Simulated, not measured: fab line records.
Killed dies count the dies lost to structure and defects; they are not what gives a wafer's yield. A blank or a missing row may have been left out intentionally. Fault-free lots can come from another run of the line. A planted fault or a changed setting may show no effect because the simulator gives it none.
Which tool did it? | flow rit-cmos | 14 lots, 42 wafers sampled, at 2 steps of a route of 202

## WHAT THE GAUGES READ, wafer by wafer
RIT_GATE_OVL_MEAS_17.
lot  | measured    | on         | GATE_OVL (nm)
L532 | day 2 11:46 | overlay-02 | 1.6 1.9 -1.7
L533 | day 2 18:08 | overlay-02 | 1.1 1.4 1.2
L535 | day 3 04:49 | overlay-01 | 1.5 -0.3 0.9
L536 | day 3 09:22 | overlay-02 | -1.9 -0.3 -0.7
L538 | day 3 18:06 | overlay-02 | -0.6 0.0 -1.7
L539 | day 3 23:55 | overlay-02 | -0.2 -0.8 0.1
L540 | day 4 05:25 | overlay-02 | 0.9 0.8 2.5
L541 | day 4 09:42 | overlay-02 | -147.3 -148.4 -147.0
L548 | day 5 20:49 | overlay-01 | -149.8 -149.9 -149.6
L550 | day 6 06:54 | overlay-01 | 4.0 4.6 4.4
L551 | day 6 11:30 | overlay-01 | -0.9 -0.7 0.5
L552 | day 6 16:35 | overlay-02 | 1.5 2.4 0.4
L554 | day 7 02:45 | overlay-01 | -0.6 -0.6 0.9
L555 | day 7 06:55 | overlay-01 | -1.6 0.0 2.9

## WHAT TOOL EACH LOT RAN ON (gives the tool, then ch and the chambers of the sampled wafers, and finally the start)
lot  | RIT_GATE_EXPOSE_13
L532 | iline-stepper-01 ch 0, day 2 11:14
L533 | iline-stepper-02 ch 0, day 2 17:39
L535 | iline-stepper-01 ch 0, day 3 04:19
L536 | iline-stepper-01 ch 0, day 3 08:51
L538 | iline-stepper-01 ch 0, day 3 17:35
L539 | iline-stepper-01 ch 0, day 3 23:10
L540 | iline-stepper-02 ch 0, day 4 04:55
L541 | iline-stepper-01 ch 0, day 4 09:11
L548 | iline-stepper-01 ch 0, day 5 20:19
L550 | iline-stepper-02 ch 0, day 6 06:24
L551 | iline-stepper-02 ch 0, day 6 10:59
L552 | iline-stepper-02 ch 0, day 6 16:02
L554 | iline-stepper-02 ch 0, day 7 02:14
L555 | iline-stepper-02 ch 0, day 7 06:23
- RIT_GATE_EXPOSE_13: exposes mask M6, target cd 150 nm.

## AS READ BY THE TOOLS THEMSELVES (means over the sampled wafers that have a number; for cases with no such wafer, the mark the record gives instead)
The record holds no such reading with a usual standard deviation.

## THE ANSWER, worked out from the rows above alone
Rule: the usual values come from the lots themselves. The widest of any qualifying gaps counts: lots, ordered by their means at a reading, are off when they make up no more than a third of the lots, leave a main group of 4 or more, and stand apart from it by 3 or more times the standard deviation of that group's means. A main group whose means are all the same, to the digits that the tables above print for the reading, isn't used. A lot without any number at a reading at which 4 lots or more have one is off too. Where the step has rows for the other lots, those lots are counted as sound. First the gauges in route order, then the tools' own readings, where a lot's mean is used as printed above. The first step at which some lot is off is used, and at that step the reading that is off furthest; a lot without a number counts as furthest.
Off: L541, L548, seen at RIT_GATE_OVL_MEAS_17 (GATE_OVL). Main group: mean 0.6 nm, sd 1.4.
If a tool, at a process step before that reading, ran all the lots that are off and no sound lot after the first of them, it fits. Gauges at RIT_GATE_OVL_MEAS_17: tried the same way as those tools. One candidate fits, namely iline-stepper-01 at RIT_GATE_EXPOSE_13. Its last sound lot is L539 (day 3 23:10), its first lot that is off L541 (day 4 09:11): a fault that began between those two fits.

## WHAT WAS PUT IN BY THE SIMULATOR
Scanner matching overlay: iline-stepper-01, from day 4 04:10 on, at RIT_GATE_EXPOSE_13. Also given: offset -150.
Lots struck among those shown: L541, L548. The rule above found the same.
